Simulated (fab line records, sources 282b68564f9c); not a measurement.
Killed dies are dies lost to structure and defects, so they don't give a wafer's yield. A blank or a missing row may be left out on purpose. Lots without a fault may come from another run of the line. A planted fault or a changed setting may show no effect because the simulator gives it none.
fab line records | flow rit_cmos | part 1 of 2: steps 1 to 29 of 42
record lots=5 wafers=15 last_day=8
route steps=202 shown PLDD@159 NLDD@160 SILICIDE@161 CONTACT@168 M1@184
lots that met no fault: from a run of the same line without faults
start_h: hours from the record's first day to the start of the lot's first wafer shown | wait_h: hours since the lot's step before | " the same as in the row above | L1.1+2: a row that stands for several wafers | - no value, or no start given | * or withheld: withheld | < > ~ a bound
route shown NAME@n: a module of which the file shows steps, and the number in the route of the first | usual: mean/standard deviation of fault-free wafers | same: alike in all rows | chamber/n: place in a boat | sites: the reading at each site | _std_site: their standard deviation | _edge_site: outer sites' mean less inner sites' | radius_mm: how far each site lies from the wafer's centre | mask NAME#n: copy n | behind: the tool/chamber that last shaped the wafer | hold: why the lot was held/for how many hours/how that ended | device: the transistor (n, p or np) that didn't switch | end of line: the same wafers' tests at the end of the route | a step without rows: its recipe alone | killed: dies lost to structure and defects at the first sort, not the wafer's yield | map: a wafer's dies, x killed, . not, _ none there
set.NAME: the setting as run; set.NAME@STEP: as run at that earlier step | model.NAME: the simulator's own value behind a step, which no gauge read
lots at some steps of the route; a table a step, a row a wafer
services: from which hour (start_h, from the record's first day; less than 0 if before it) a tool's chamber was out of use, for how many hours, and why
## steps
# step RIT_SDANNEAL_RS_MEAS_06
# recipe thk_meas_gauge=four-point-probe
# usual PLDD_RS=178.2/0.44
# columns lot.wafer tool chamber start_h wait_h PLDD_RS[ohm/sq]
L077.3 film_metro-01 - 78.57 0.1 177.6
L077.4 " - " " 177.8
L077.6 " - " " 177.7
L088.2 film_metro-04 - 125.56 0.1 178.6
L088.3 " - " " 178.5
L088.5 " - " " 178.6
L087.1 film_metro-03 - 125.77 0.1 178.6
L087.5 " - " " 178.0
L087.6 " - " " 178.2
L091.3 film_metro-03 - 142.69 0.1 177.7
L091.4 " - " " 178.1
L091.5 " - " " 178.1
L096.3 film_metro-01 - 173.66 0.1 177.9
L096.5 " - " " 177.4
L096.6 " - " " 178.0
# step RIT_SDANNEAL_RS_MEAS_07
# recipe thk_meas_gauge=four-point-probe
# usual NLDD_RS=151.5/0.55
# columns lot.wafer tool chamber start_h wait_h NLDD_RS[ohm/sq]
L077.3 film_metro-01 - 78.69 0.1 151.4
L077.4 " - " " 151.4
L077.6 " - " " 151.8
L088.2 film_metro-04 - 125.68 0.1 151.7
L088.3 " - " " 151.2
L088.5 " - " " 152.1
L087.1 film_metro-03 - 125.89 0.1 151.1
L087.5 " - " " 150.2
L087.6 " - " " 150.2
L091.3 film_metro-03 - 142.81 0.1 150.8
L091.4 " - " " 150.7
L091.5 " - " " 150.8
L096.3 film_metro-01 - 173.78 0.1 151.6
L096.5 " - " " 151.6
L096.6 " - " " 151.1
# step RIT_SILICIDE_WET_ETCH_00
# recipe chemistry=BOE target=SiO2 target_depth_nm=14 time_s=15 dry=n2_spin dilution=10:1 temp_c=21.5
# columns lot.wafer tool chamber start_h wait_h
L077.3+4+6 wet_bench-03 3 78.77 0.1
L088.2+3+5 wet_bench-04 0 125.78 0.1
L087.1+5+6 wet_bench-03 0 126.01 0.1
L091.3+4+5 wet_bench-02 1 142.89 0.1
L096.3+5+6 wet_bench-03 3 173.86 0.1
# step RIT_SILICIDE_SPUTTER_01
# recipe material=Ti target_thk_nm=30 power_w=337.5 chamber_pressure_pa=0.667 gas=Ar time_s=240 substrate_temp_c=25
# usual cathode_dc_power_W=337.50/0.066 throttle_valve_pct=30.2/1.5
# columns lot.wafer tool chamber start_h wait_h cathode_dc_power_W throttle_valve_pct
L077.3 pvd_sputter-01 - 78.78 0.0 337.62 29.9
L077.4 " - " " 337.41 28.8
L077.6 " - " " 337.50 30.3
L088.2 pvd_sputter-01 - 125.79 0.0 337.57 31.5
L088.3 " - " " 337.50 29.9
L088.5 " - " " 337.44 31.7
L087.1 pvd_sputter-03 - 126.03 0.0 337.42 27.3
L087.5 " - " " 337.41 32.3
L087.6 " - " " 337.53 27.5
L091.3 pvd_sputter-01 - 142.90 0.0 337.64 30.3
L091.4 " - " " 337.48 30.3
L091.5 " - " " 337.50 28.4
L096.3 pvd_sputter-01 - 173.87 0.0 337.46 31.4
L096.5 " - " " 337.44 30.3
L096.6 " - " " 337.50 28.4
# step RIT_SILICIDE_RS_MEAS_02
# recipe thk_meas_gauge=four-point-probe reads=Ti_of_SILICIDE_SPUTTER_01
# usual SILICIDE_TI_RS=50.3/0.82
# columns lot.wafer tool chamber start_h wait_h SILICIDE_TI_RS[ohm/sq]
L077.3 film_metro-04 - 78.97 0.1 49.3
L077.4 " - " " 49.6
L077.6 " - " " 49.1
L088.2 film_metro-02 - 125.96 0.1 51.6
L088.3 " - " " 52.0
L088.5 " - " " 51.9
L087.1 film_metro-02 - 126.18 0.1 51.4
L087.5 " - " " 51.6
L087.6 " - " " 51.6
L091.3 film_metro-01 - 143.09 0.1 51.4
L091.4 " - " " 50.3
L091.5 " - " " 51.0
L096.3 film_metro-02 - 174.06 0.1 51.2
L096.5 " - " " 51.3
L096.6 " - " " 50.7
# step RIT_SILICIDE_THK_MEAS_03
# recipe thk_meas_gauge=xrf reads=Ti_of_SILICIDE_SPUTTER_01
# usual SILICIDE_TI_THK=28.7/0.36
# columns lot.wafer tool chamber start_h wait_h SILICIDE_TI_THK[nm]
L077.3 film_metro-04 - 79.07 0.1 28.9
L077.4 " - " " 28.8
L077.6 " - " " 29.2
L088.2 film_metro-02 - 126.07 0.1 28.2
L088.3 " - " " 28.1
L088.5 " - " " 28.1
L087.1 film_metro-02 - 126.30 0.1 28.3
L087.5 " - " " 28.1
L087.6 " - " " 28.2
L091.3 film_metro-01 - 143.19 0.1 28.1
L091.4 " - " " 28.8
L091.5 " - " " 28.4
L096.3 film_metro-02 - 174.16 0.1 28.5
L096.5 " - " " 28.4
L096.6 " - " " 28.7
# step RIT_SILICIDE_RTA_04
# recipe temp_c=650 time_s=10 idle_temp_c=25 ramp_up_s=5 ramp_down_s=5 cool_to_c=25 ambient=N2
# usual anneal_temp_c_max=652.8/0.66 chamber_o2_ppm=2.001/0.021 wafer_temp_C_max=653.6/0.72
# columns lot.wafer tool chamber start_h wait_h anneal_temp_c_max chamber_o2_ppm wafer_temp_C_max
L077.3 rtp_anneal-02 0 79.13 0.1 653.0 1.980 652.9
L077.4 " 0 " " 653.5 2.024 653.9
L077.6 " 0 " " 653.2 1.988 653.0
L088.2 rtp_anneal-01 0 126.14 0.1 652.0 1.997 653.4
L088.3 " 0 " " 652.4 1.968 654.6
L088.5 " 0 " " 651.5 2.005 654.4
L087.1 rtp_anneal-01 0 126.36 0.1 652.1 1.992 653.4
L087.5 " 0 " " 652.3 1.988 654.2
L087.6 " 0 " " 652.1 1.989 654.8
L091.3 rtp_anneal-02 0 143.25 0.1 653.2 2.011 652.9
L091.4 " 0 " " 652.4 2.021 653.5
L091.5 " 0 " " 653.0 2.025 654.2
L096.3 rtp_anneal-01 0 174.23 0.1 652.7 2.009 654.5
L096.5 " 0 " " 651.6 1.979 653.8
L096.6 " 0 " " 652.7 2.023 654.4
# step RIT_SILICIDE_WET_ETCH_05
# recipe chemistry=SPM target=Ti temp_c=90 time_s=120 dry=n2_spin
# columns lot.wafer tool chamber start_h wait_h
L077.3+4+6 wet_bench-04 2 79.18 0.0
L088.2+3+5 wet_bench-02 2 126.19 0.0
L087.1+5+6 wet_bench-02 2 126.42 0.1
L091.3+4+5 wet_bench-04 2 143.30 0.0
L096.3+5+6 wet_bench-03 1 174.27 0.0
# step RIT_SILICIDE_RTA_06
# recipe temp_c=750 time_s=10 idle_temp_c=25 ramp_up_s=5 ramp_down_s=10 cool_to_c=25 ambient=N2
# usual anneal_temp_c_max=753.3/0.67 chamber_o2_ppm=2.004/0.021 wafer_temp_C_max=754.2/0.79
# columns lot.wafer tool chamber start_h wait_h anneal_temp_c_max chamber_o2_ppm wafer_temp_C_max
L077.3 rtp_anneal-01 0 79.27 0.0 752.8 2.007 754.0
L077.4 " 0 " " 753.4 2.029 755.3
L077.6 " 0 " " 752.6 2.035 754.8
L088.2 rtp_anneal-02 0 126.25 0.0 753.3 2.052 753.9
L088.3 " 0 " " 752.4 1.995 754.1
L088.5 " 0 " " 753.9 2.009 753.9
L087.1 rtp_anneal-02 0 126.47 0.0 753.4 2.034 755.2
L087.5 " 0 " " 753.8 2.036 754.7
L087.6 " 0 " " 753.9 1.987 752.9
L091.3 rtp_anneal-01 0 143.37 0.0 752.8 2.023 753.1
L091.4 " 0 " " 753.6 2.000 753.6
L091.5 " 0 " " 752.8 2.005 753.6
L096.3 rtp_anneal-02 0 174.33 0.0 753.9 2.004 755.8
L096.5 " 0 " " 753.2 2.019 755.3
L096.6 " 0 " " 753.3 2.013 755.1
# step RIT_CONTACT_CVD_00
# recipe material=SiO2 target_thk_nm=400 precursor=TEOS temp_c=390 time_s=61 rf_w=400
# usual heater_power_w=325/52
# columns lot.wafer tool chamber start_h wait_h heater_power_w
L077.3 pecvd-03 0 79.36 0.1 340
L077.4 " 1 " " 344
L077.6 " 2 " " 208
L088.2 pecvd-02 2 126.30 0.0 353
L088.3 " 1 " " 342
L088.5 " 0 " " 249
L087.1 pecvd-04 1 126.54 0.1 412
L087.5 " 1 " " 442
L087.6 " 2 " " 249
L091.3 pecvd-04 1 143.41 0.0 422
L091.4 " 1 " " 433
L091.5 " 0 " " 374
L096.3 pecvd-03 1 174.38 0.0 355
L096.5 " 2 " " 209
L096.6 " 1 " " 362
# step RIT_CONTACT_THK_MEAS_01
# recipe reads=SiO2_of_CONTACT_CVD_00
# usual CONTACT_TEOS_THK=399/4.8
# columns lot.wafer tool chamber start_h wait_h CONTACT_TEOS_THK[nm]
L077.3 film_metro-02 - 79.43 0.0 394
L077.4 " - " " 402
L077.6 " - " " 403
L088.2 film_metro-03 - 126.36 0.0 392
L088.3 " - " " 394
L088.5 " - " " 400
L087.1 film_metro-02 - 126.59 0.0 398
L087.5 " - " " 405
L087.6 " - " " 404
L091.3 film_metro-02 - 143.48 0.0 396
L091.4 " - " " 403
L091.5 " - " " 399
L096.3 film_metro-01 - 174.45 0.0 394
L096.5 " - " " 397
L096.6 " - " " 399
# step RIT_CONTACT_HMDS_02
# recipe prime_time_s=60 prime_temp_c=140
# usual prime_temp_c=139.99/0.13
# columns lot.wafer tool chamber start_h wait_h prime_temp_c
L077.3 litho_track-03 0 79.52 0.1 139.98
L077.4 " 0 " " 140.01
L077.6 " 0 " " 139.89
L088.2 litho_track-03 0 126.44 0.1 140.06
L088.3 " 0 " " 140.28
L088.5 " 0 " " 139.84
L087.1 litho_track-01 0 126.65 0.1 139.90
L087.5 " 0 " " 140.15
L087.6 " 0 " " 140.06
L091.3 litho_track-04 0 143.57 0.1 140.21
L091.4 " 0 " " 140.13
L091.5 " 0 " " 140.12
L096.3 litho_track-04 0 174.54 0.1 139.88
L096.5 " 0 " " 139.86
L096.6 " 0 " " 140.03
# step RIT_CONTACT_COAT_03
# recipe resist=NOVOLAK spin_rpm=3250 resist_thk_nm=1000
# columns lot.wafer tool chamber start_h wait_h
L077.3+4+6 litho_track-03 0 79.67 0.1
L088.2+3+5 litho_track-03 0 126.59 0.1
L087.1+5+6 litho_track-01 0 126.80 0.1
L091.3+4+5 litho_track-04 0 143.72 0.1
L096.3+5+6 litho_track-04 0 174.69 0.1
# step RIT_CONTACT_SOFTBAKE_04
# recipe resist=NOVOLAK temp_c=90 time_s=60
# columns lot.wafer tool chamber start_h wait_h
L077.3+4+6 litho_track-03 0 79.82 0.1
L088.2+3+5 litho_track-03 0 126.74 0.1
L087.1+5+6 litho_track-01 0 126.95 0.1
L091.3+4+5 litho_track-04 0 143.87 0.1
L096.3+5+6 litho_track-04 0 174.84 0.1
# step RIT_CONTACT_EXPOSE_05
# recipe mask_id=M11 na=0.6 source_shape=conventional sigma_outer=0.5 target_cd_nm=1000 dose_mj=250
# columns lot.wafer tool chamber start_h wait_h mask
L077.3+4+6 iline_stepper-02 0 79.96 0.1 M11#0
L088.2+3+5 iline_stepper-01 0 126.90 0.1 M11#0
L087.1+5+6 iline_stepper-01 0 127.11 0.1 M11#0
L091.3+4+5 iline_stepper-02 0 144.13 0.2 M11#0
L096.3+5+6 iline_stepper-02 0 174.98 0.1 M11#0
# step RIT_CONTACT_PEB_06
# recipe resist=NOVOLAK temp_c=withheld time_s=withheld
# columns lot.wafer tool chamber start_h wait_h
L077.3+4+6 litho_track-03 0 80.12 0.1
L088.2+3+5 litho_track-03 0 127.02 0.1
L087.1+5+6 litho_track-04 0 127.23 0.1
L091.3+4+5 litho_track-01 0 144.26 0.1
L096.3+5+6 litho_track-01 0 175.11 0.1
# step RIT_CONTACT_DEVELOP_07
# recipe resist=NOVOLAK develop_time_s=120 dev_temp_c=23
# columns lot.wafer tool chamber start_h wait_h
L077.3+4+6 litho_track-03 0 - -
L088.2+3+5 litho_track-03 0 - -
L087.1+5+6 litho_track-04 0 - -
L091.3+4+5 litho_track-01 0 - -
L096.3+5+6 litho_track-01 0 - -
# step RIT_CONTACT_CD_MEAS_08
# recipe target_cd_nm=1000
# usual cd_nm=1000.6/2.4
# columns lot.wafer tool chamber start_h wait_h cd_nm
L077.3 cd_sem-02 - 80.51 - 1004.4
L077.4 " - " " 1005.6
L077.6 " - " " 1004.1
L088.2 cd_sem-02 - 127.41 - 1005.0
L088.3 " - " " 1004.7
L088.5 " - " " 1005.4
L087.1 cd_sem-01 - 127.63 - 999.0
L087.5 " - " " 1001.8
L087.6 " - " " 1000.7
L091.3 cd_sem-01 - 144.65 - 999.6
L091.4 " - " " 999.3
L091.5 " - " " 1002.2
L096.3 cd_sem-01 - 175.50 - 1003.6
L096.5 " - " " 1000.2
L096.6 " - " " 1000.9
# step RIT_CONTACT_OVL_MEAS_09
# usual CONTACT_OVL=0.1/1.4
# columns lot.wafer tool chamber start_h wait_h CONTACT_OVL[nm]
L077.3 overlay-01 - 80.62 0.1 1.9
L077.4 " - " " 1.6
L077.6 " - " " 1.3
L088.2 overlay-02 - 127.52 0.1 -0.5
L088.3 " - " " 0.4
L088.5 " - " " 0.1
L087.1 overlay-01 - 127.75 0.1 0.4
L087.5 " - " " 2.3
L087.6 " - " " 1.4
L091.3 overlay-01 - 144.74 0.1 -0.6
L091.4 " - " " -0.6
L091.5 " - " " -3.3
L096.3 overlay-01 - 175.59 0.1 0.8
L096.5 " - " " 1.9
L096.6 " - " " 1.1
# step RIT_CONTACT_HARDBAKE_10
# recipe resist=NOVOLAK temp_c=140 time_s=60
# columns lot.wafer tool chamber start_h wait_h
L077.3+4+6 litho_track-04 0 80.69 0.1
L088.2+3+5 litho_track-03 0 127.58 0.0
L087.1+5+6 litho_track-01 0 127.78 0.0
L091.3+4+5 litho_track-04 0 144.82 0.1
L096.3+5+6 litho_track-03 0 175.67 0.1
# step RIT_CONTACT_ETCH_11
# recipe target_depth_a=4800 over_etch_frac=0.2 stop_on=TiSi2 chemistry=CHF3/CF4/Ar target=SiO2 CHF3_flow_sccm=50 cf4_flow_sccm=10 Ar_flow_sccm=100 O2_flow_sccm=5 pressure_mtorr=100 rf_w=200 time_s=320
# usual drypump_motor_current_A=5.9/0.47 oes_product_au=0.997/0.012 throttle_valve_pct=8.85/0.15
# columns lot.wafer tool chamber start_h wait_h drypump_motor_current_A oes_product_au rf_hours_counter_h throttle_valve_pct
L077.3 rie_diel-04 1 80.79 0.1 5.5 0.999 54 9.08
L077.4 " 3 " " 5.4 0.987 92 8.70
L077.6 " 3 " " 5.4 0.980 - 8.70
L088.2 rie_diel-01 0 127.70 0.1 6.4 0.999 7 9.04
L088.3 " 2 " " 5.1 1.010 155 8.92
L088.5 " 1 " " 6.3 0.985 - 8.67
L087.1 rie_diel-03 1 127.93 0.1 6.0 0.981 92 8.89
L087.5 " 1 " " 6.0 0.982 - 8.89
L087.6 " 0 " " 5.1 0.971 - 8.97
L091.3 rie_diel-03 2 144.92 0.1 6.7 0.987 5 8.72
L091.4 " 0 " " 5.1 0.973 14 8.97
L091.5 " 2 " " 6.7 0.984 - 8.73
L096.3 rie_diel-01 2 175.77 0.1 5.1 0.982 0 8.90
L096.5 " 3 " " 6.1 1.001 - 8.69
L096.6 " 2 " " 5.1 0.978 - 8.92
# step RIT_CONTACT_STRIP_12
# recipe chemistry=O2 time_s=180 resist=NOVOLAK platen_temp_c=withheld power_w=500 pressure_mtorr=4000 o2_flow_sccm=4000
# usual drypump_motor_current_A=6.0/0.32
# columns lot.wafer tool chamber start_h wait_h drypump_motor_current_A rf_hours_counter_h
L077.3 plasma_asher-03 1 81.04 0.2 5.8 -
L077.4 " 0 " " 5.8 -
L077.6 " 1 " " 5.8 -
L088.2 plasma_asher-04 1 127.90 0.1 6.3 31
L088.3 " 1 " " 6.3 -
L088.5 " 1 " " 6.3 -
L087.1 plasma_asher-03 0 128.13 0.1 5.8 48
L087.5 " 0 " " 5.8 -
L087.6 " 1 " " 5.8 -
L091.3 plasma_asher-03 0 145.17 0.2 5.8 -
L091.4 " 1 " " 5.8 -
L091.5 " 0 " " 5.8 -
L096.3 plasma_asher-02 1 176.03 0.2 5.9 -
L096.5 " 1 " " 6.0 -
L096.6 " 0 " " 5.8 -
# step RIT_CONTACT_CD_MEAS_90
# recipe target_cd_nm=1000
# usual cd_nm=1000.5/2.3
# columns lot.wafer tool chamber start_h wait_h cd_nm
L077.3 cd_sem-02 - 81.28 0.2 1004.3
L077.4 " - " " 1005.7
L077.6 " - " " 1004.0
L088.2 cd_sem-01 - 128.09 0.1 1004.5
L088.3 " - " " 1004.3
L088.5 " - " " 1005.3
L087.1 cd_sem-02 - 128.30 0.1 999.1
L087.5 " - " " 1001.9
L087.6 " - " " 1000.9
L091.3 cd_sem-01 - 145.33 0.1 999.6
L091.4 " - " " 999.2
L091.5 " - " " 1002.2
L096.3 cd_sem-02 - 176.18 0.1 1003.2
L096.5 " - " " 1000.7
L096.6 " - " " 1000.6
# step RIT_CONTACT_CLEAN_13
# recipe chemistry=SC1 mix=3:3:50 time_s=600 temp_c=75
# columns lot.wafer tool chamber start_h wait_h
L077.3+4+6 wet_bench-02 3 81.36 0.1
L088.2+3+5 wet_bench-03 1 128.19 0.1
L087.1+5+6 wet_bench-03 2 128.42 0.1
L091.3+4+5 wet_bench-03 3 145.41 0.1
L096.3+5+6 wet_bench-02 1 176.26 0.1
# step RIT_CONTACT_CLEAN_14
# recipe chemistry=SC2 mix=3:3:50 time_s=600 temp_c=75 dry=n2_spin
# columns lot.wafer tool chamber start_h wait_h
L077.3+4+6 wet_bench-03 3 81.54 0.0
L088.2+3+5 wet_bench-01 2 128.37 0.0
L087.1+5+6 wet_bench-02 2 128.60 0.0
L091.3+4+5 wet_bench-01 2 145.60 0.0
L096.3+5+6 wet_bench-03 3 176.44 0.0
# step RIT_M1_SPUTTER_00
# recipe material=Al target_thk_nm=400 power_w=2000 chamber_pressure_pa=0.4 gas=Ar time_s=522.4 substrate_temp_c=25
# usual cathode_dc_power_W=2000.0/0.34 throttle_valve_pct=29.8/1.5
# columns lot.wafer tool chamber start_h wait_h cathode_dc_power_W throttle_valve_pct
L077.3 pvd_sputter-03 - 81.89 0.0 2000.4 31.9
L077.4 " - " " 1999.5 27.6
L077.6 " - " " 2000.3 32.1
L088.2 pvd_sputter-02 - 128.56 0.0 1999.6 31.9
L088.3 " - " " 1999.8 29.5
L088.5 " - " " 2000.0 32.4
L087.1 pvd_sputter-04 - 128.79 0.0 2000.1 30.0
L087.5 " - " " 2000.1 28.3
L087.6 " - " " 2000.3 29.5
L091.3 pvd_sputter-02 - 145.77 0.0 1999.8 32.0
L091.4 " - " " 2000.2 29.3
L091.5 " - " " 2000.6 31.8
L096.3 pvd_sputter-04 - 176.61 0.0 1999.8 31.4
L096.5 " - " " 1999.8 29.3
L096.6 " - " " 1999.8 28.4
# step RIT_M1_RS_MEAS_01
# recipe thk_meas_gauge=four-point-probe reads=Al_of_M1_SPUTTER_00
# usual M1_AL_RS=0.0702/0.00055
# columns lot.wafer tool chamber start_h wait_h M1_AL_RS[ohm/sq]
L077.3 film_metro-04 - 82.22 0.2 0.0703
L077.4 " - " " 0.0699
L077.6 " - " " 0.0704
L088.2 film_metro-03 - 128.87 0.2 0.0709
L088.3 " - " " 0.0694
L088.5 " - " " 0.0703
L087.1 film_metro-04 - 129.08 0.1 0.0701
L087.5 " - " " 0.0696
L087.6 " - " " 0.0703
L091.3 film_metro-03 - 146.11 0.2 0.0702
L091.4 " - " " 0.0696
L091.5 " - " " 0.0710
L096.3 film_metro-03 - 176.95 0.2 0.0701
L096.5 " - " " 0.0703
L096.6 " - " " 0.0698
# step RIT_M1_THK_MEAS_02
# recipe thk_meas_gauge=xrf reads=Al_of_M1_SPUTTER_00
# usual M1_AL_THK=420/3.7
# columns lot.wafer tool chamber start_h wait_h M1_AL_THK[nm]
L077.3 film_metro-04 - 82.32 0.1 419
L077.4 " - " " 419
L077.6 " - " " 415
L088.2 film_metro-03 - 128.98 0.1 416
L088.3 " - " " 424
L088.5 " - " " 418
L087.1 film_metro-04 - 129.20 0.1 420
L087.5 " - " " 423
L087.6 " - " " 421
L091.3 film_metro-03 - 146.21 0.1 419
L091.4 " - " " 421
L091.5 " - " " 415
L096.3 film_metro-03 - 177.05 0.1 419
L096.5 " - " " 418
L096.6 " - " " 424
# step RIT_M1_HMDS_03
# recipe prime_time_s=60 prime_temp_c=140
# usual prime_temp_c=140.00/0.13
# columns lot.wafer tool chamber start_h wait_h prime_temp_c
L077.3 litho_track-02 0 82.41 0.1 139.96
L077.4 " 0 " " 139.89
L077.6 " 0 " " 139.92
L088.2 litho_track-04 0 129.06 0.1 139.99
L088.3 " 0 " " 140.03
L088.5 " 0 " " 139.91
L087.1 litho_track-02 0 129.26 0.1 140.07
L087.5 " 0 " " 140.04
L087.6 " 0 " " 140.21
L091.3 litho_track-01 0 146.30 0.1 139.98
L091.4 " 0 " " 139.96
L091.5 " 0 " " 139.99
L096.3 litho_track-02 0 177.14 0.1 140.08
L096.5 " 0 " " 139.88
L096.6 " 0 " " 139.86
